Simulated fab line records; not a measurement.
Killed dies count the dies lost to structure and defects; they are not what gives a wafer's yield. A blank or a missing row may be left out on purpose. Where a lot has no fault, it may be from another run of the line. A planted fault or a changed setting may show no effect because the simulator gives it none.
8D (eight disciplines) problem report, filled in by code	flow berkeleyCmos170	the parts of the form that need people (team, actions taken, sign-off) are left out

1. THE PROBLEM
Across 2 wafers from 2 lots, V2_TEOS_THK at UCB170_V2_THK_MEAS_01 averages 3238 nm, while fault-free wafers read 1994 nm with a standard deviation of 25. That puts it +50 standard deviations away from the usual mean.
Seen first at day 12 15:17 on filmMetro-03, wafer L226.3. The record holds 42 wafers of 14 lots with a number at this step. The rule behind "out" and "out of limits": a value lying over 4 standard deviations away from the usual mean. The other wafers with a number count as sound.

2. WHAT IT IS AND WHAT IT IS NOT
question	is	is not
which readings at this step	V2_TEOS_THK	-
which lots	L226, L227	L210, L211, L212, L214, L215, L216, L217, L219, L223, L229, L230, L232
which wafers of those lots	L226.3, L227.4	L226.1, L226.4, L227.1, L227.5
read on which gauges	filmMetro-03	filmMetro-01, filmMetro-04
when	from day 12 15:17	up to then (29 sound wafers); but 11 sound wafers of L227, L229, L230, L232 came after

3. THE SUSPECTS, EACH WITH WHAT RULES IT OUT
Counting: if a tool at a process step up to the reading ran every lot that is out, it stays a suspect. Sound lots after the first of them don't rule it out here, since some wafers of a struck lot are sound.
- the gauge at UCB170_V2_THK_MEAS_01: kept. All the wafers that are out were read on filmMetro-03, and no step on other tools shows them out.
- pecvd-01 at UCB170_V2_CVD_00 (deposits SiO2 from TEOS/O2, target thk 2000 nm, time 250 s): kept. Every lot that is out went through it, the first being L226 (day 12 15:08); the last sound lot it ran before that was L216 (day 10 01:58).
- At UCB170_V2_CVD_00, inside pecvd-01: chamber 1 took the wafers that are out, while their sound lot-mates went through chambers 0, 2.
The count leaves filmMetro-03 at UCB170_V2_THK_MEAS_01 and pecvd-01 at UCB170_V2_CVD_00.

4. THE CAUSE (what the simulator had put in)
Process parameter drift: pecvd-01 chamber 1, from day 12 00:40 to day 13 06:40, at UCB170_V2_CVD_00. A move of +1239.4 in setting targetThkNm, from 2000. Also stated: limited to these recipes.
Of the 2 suspects that counting leaves, this tool is one.

5. THE CHAIN OF EFFECTS, in route order
Each row: a reading whose mean over the struck wafers that have a number lies more than 3 standard deviations from the usual. Readings are gone through only where the record gives a usual standard deviation; hours: the median, over the lots, of the time from a lot's start at the first step in this table giving one to that lot's start at this step; sigmas: the change measured in usual standard deviations.
hours	step	reading	usual	on struck wafers	change	sigmas
0	UCB170_V2_THK_MEAS_01	V2_TEOS_THK	1994 nm	3238	+1244	+50

6. WHAT WOULD HAVE CAUGHT IT SOONER
Counted from the fault's start at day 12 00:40, it took 15 hours until the first out-of-limits reading at a measuring or inspecting step in this record, taken at day 12 15:17.
An alarm limit of 4 standard deviations would not have fired on the tool readings at UCB170_V2_CVD_00 for which the record gives a usual standard deviation, since none of them was out on any struck wafer.
Of the lots that are out (2), L227 began UCB170_V2_CVD_00 on pecvd-01 after day 12 15:17. Putting the tool on hold at that point would have spared it.
